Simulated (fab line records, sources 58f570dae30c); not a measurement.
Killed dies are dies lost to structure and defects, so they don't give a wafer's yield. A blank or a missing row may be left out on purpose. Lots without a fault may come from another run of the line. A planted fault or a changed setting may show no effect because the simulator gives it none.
Split-lot experiment | flow berkeley_cmos170 | 5 lots, 23 wafers read, on a route of 331 steps

THE SPLIT
At UCB170_M3_METAL_ETCH_18 (etches Al in Cl2/BCl3, stops on SiO2, target depth 1170 nm, time 195 s), the setting over_etch_frac was moved away from the recipe's 0.3 on 5 of the 23 wafers read, by -24.4% to -23.5%. The other wafers ran this setting at the recipe's value.

The reading is taken at the split's own step.

THE READING
oes_product_au, in a.u., at UCB170_M3_METAL_ETCH_18 (etches Al in Cl2/BCl3, stops on SiO2, target depth 1170 nm, time 195 s). Fault-free wafers of this fab line usually give 0.868 a.u., standard deviation 0.01 a.u..

wafer  | tool, chamber at the split | over_etch_frac as run | against the recipe | oes_product_au, a.u. | against lot-mates on the recipe
L078.1 | rie_metal-04, 1            | 0.3                   | recipe             | 0.862                | -
L078.3 | rie_metal-04, 1            | 0.3                   | recipe             | 0.866                | -
L078.4 | rie_metal-04, 0            | 0.3                   | recipe             | 0.877                | -
L078.5 | rie_metal-04, 1            | 0.3                   | recipe             | 0.868                | -
L078.6 | rie_metal-04, 0            | 0.3                   | recipe             | 0.873                | -
L082.2 | rie_metal-01, 0            | 0.3                   | recipe             | 0.864                | -
L082.3 | rie_metal-01, 0            | 0.3                   | recipe             | 0.860                | -
L082.6 | rie_metal-01, 1            | 0.3                   | recipe             | 0.865                | -
L081.2 | rie_metal-02, 1            | 0.2296                | -23.5%             | 0.893                | +0.026
L081.3 | rie_metal-02, 0            | 0.2296                | -23.5%             | 0.905                | +0.038
L081.4 | rie_metal-02, 1            | 0.3                   | recipe             | 0.870                | -
L081.5 | rie_metal-02, 1            | 0.3                   | recipe             | 0.864                | -
L081.6 | rie_metal-02, 0            | 0.2296                | -23.5%             | 0.906                | +0.039
L080.1 | rie_metal-01, 0            | 0.3                   | recipe             | 0.853                | -
L080.2 | rie_metal-01, 1            | 0.3                   | recipe             | 0.859                | -
L080.3 | rie_metal-01, 1            | 0.3                   | recipe             | 0.862                | -
L080.4 | rie_metal-01, 0            | 0.3                   | recipe             | 0.852                | -
L080.6 | rie_metal-01, 0            | 0.3                   | recipe             | 0.844                | -
L083.1 | rie_metal-04, 0            | 0.2269                | -24.4%             | 0.902                | +0.030
L083.2 | rie_metal-04, 1            | 0.3                   | recipe             | 0.869                | -
L083.4 | rie_metal-04, 1            | 0.3                   | recipe             | 0.878                | -
L083.5 | rie_metal-04, 1            | 0.3                   | recipe             | 0.868                | -
L083.6 | rie_metal-04, 0            | 0.2269                | -24.4%             | 0.918                | +0.046

THE FIT
A straight line over all 23 wafers: oes_product_au changes by -0.00171 a.u. for each +1% of over_etch_frac; r = -0.90; the points scatter about the line by 0.0086 a.u..
The same after taking each lot's own level away (the mean of its wafers on the recipe; 23 wafers): -0.00151 a.u. for each +1%; r = -0.94; scatter 0.0056 a.u..
On that fit, the largest move of over_etch_frac shifts the reading by 0.037 a.u..
The lots' own levels span 0.8540 to 0.8717 a.u., that is 1.8 times the standard deviation above.
So the lot-to-lot level changes the slope: the two fits differ.
Check: with one of the wafers moved furthest among these (-24.4%) left out of the fit, the line predicts +0.0385 a.u. for it against its lot-mates. It came out at +0.0303 a.u. against them.
Tool readings at the split's step, against how far the setting was moved: oes_product_au r = -0.90.

OTHER SPLITS ON THESE WAFERS
These wafers also went through other splits before the reading. Each is held against what the fit with the lots' levels taken away leaves over:
other split on the same wafers      | wafers away from the commonest value | r with oes_product_au (lot level and that fit taken away)
UCB170_M2_SPUTTER_01 time_s         | 5                                    | -0.18
UCB170_M3_COAT_10 spin_rpm          | 8                                    | +0.19
UCB170_M3_EXPOSE_12 dose_mj         | 6                                    | -0.24
UCB170_M3_DEVELOP_14 develop_time_s | 5                                    | -0.04

THE FILE'S OWN FIT
oes_product_au changes by -0.00152 a.u. for each +1% of over_etch_frac, r = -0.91.
